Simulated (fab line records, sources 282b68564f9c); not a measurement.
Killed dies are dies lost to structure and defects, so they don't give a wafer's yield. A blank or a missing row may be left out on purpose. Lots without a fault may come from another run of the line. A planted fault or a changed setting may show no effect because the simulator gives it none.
Which tool did it? | flow rit_cmos | 13 lots, 39 wafers sampled, at 2 steps of a route of 202

WHAT THE GAUGES READ, wafer by wafer
The record holds no reading of a measuring or inspecting step that can be judged against a usual standard deviation.

WHICH TOOL RAN EACH LOT (tool, then ch and the chambers of the sampled wafers, then the start)
lot  | RIT_FOX1_WET_ETCH_02           | RIT_M1_PROBE_99
L118 | wet_bench-01 ch 0, day 2 01:35 | -
L119 | wet_bench-03 ch 1, day 2 06:31 | -
L120 | wet_bench-01 ch 1, day 2 09:09 | -
L121 | wet_bench-04 ch 1, day 2 15:01 | -
L124 | wet_bench-01 ch 1, day 3 05:13 | prober-01, day 5 01:25
L125 | wet_bench-03 ch 3, day 3 11:04 | -
L126 | wet_bench-03 ch 1, day 3 16:44 | -
L128 | wet_bench-01 ch 2, day 4 01:27 | -
L129 | wet_bench-04 ch 2, day 4 06:22 | prober-02, day 6 02:19
L130 | wet_bench-04 ch 1, day 4 11:19 | -
L132 | wet_bench-04 ch 0, day 4 22:45 | -
L138 | wet_bench-01 ch 1, day 6 02:37 | prober-02, day 7 21:47
L140 | wet_bench-01 ch 2, day 6 13:46 | -
- RIT_FOX1_WET_ETCH_02: etches SiO2 in BOE, target depth 350 nm, time 390 s.
- RIT_M1_PROBE_99

WHAT THE TOOLS THEMSELVES READ (means of the sampled wafers that have a number; where no wafer has one, the mark that the record gives instead)
RIT_M1_PROBE_99.
lot  | tool      | killed_at_M0_to_M3 | killed_at_contacts | killed_at_front_end | killed_dies | killed_on_rim | killed_open | killed_short
L124 | prober-01 | 0.0                | 0.0                | 7                   | 7           | 1.0           | 4.3         | 2.7
L129 | prober-02 | 0.0                | 0.3                | 7                   | 8           | 1.3           | 4.3         | 3.3
L138 | prober-02 | 0.0                | 0.0                | 28                  | 28          | 11.3          | 3.7         | 3.7

THE ANSWER, worked out from the rows above alone
Rule: what is usual is taken from the lots themselves. Put in order of their means at a reading, lots are off if they are a third of the lots or fewer, leave a main group of 4 or more, and stand apart from it by a gap of 3 or more times the standard deviation of the main group's means; of several such gaps the widest counts. A main group whose means are all the same, to the digits that the tables above print for the reading, isn't used. A lot without any number at a reading at which 4 lots or more have one is off too. The other lots that the step has rows for count as sound. The gauges are gone through in route order, then the tools' own readings, and for those a lot's mean is taken as printed above. The first step at which some lot is off is used, and at that step the reading that is off furthest; a lot without a number counts as furthest.
No lot is off at any reading shown: from this, nothing can be told.

WHAT THE SIMULATOR HAD PUT IN
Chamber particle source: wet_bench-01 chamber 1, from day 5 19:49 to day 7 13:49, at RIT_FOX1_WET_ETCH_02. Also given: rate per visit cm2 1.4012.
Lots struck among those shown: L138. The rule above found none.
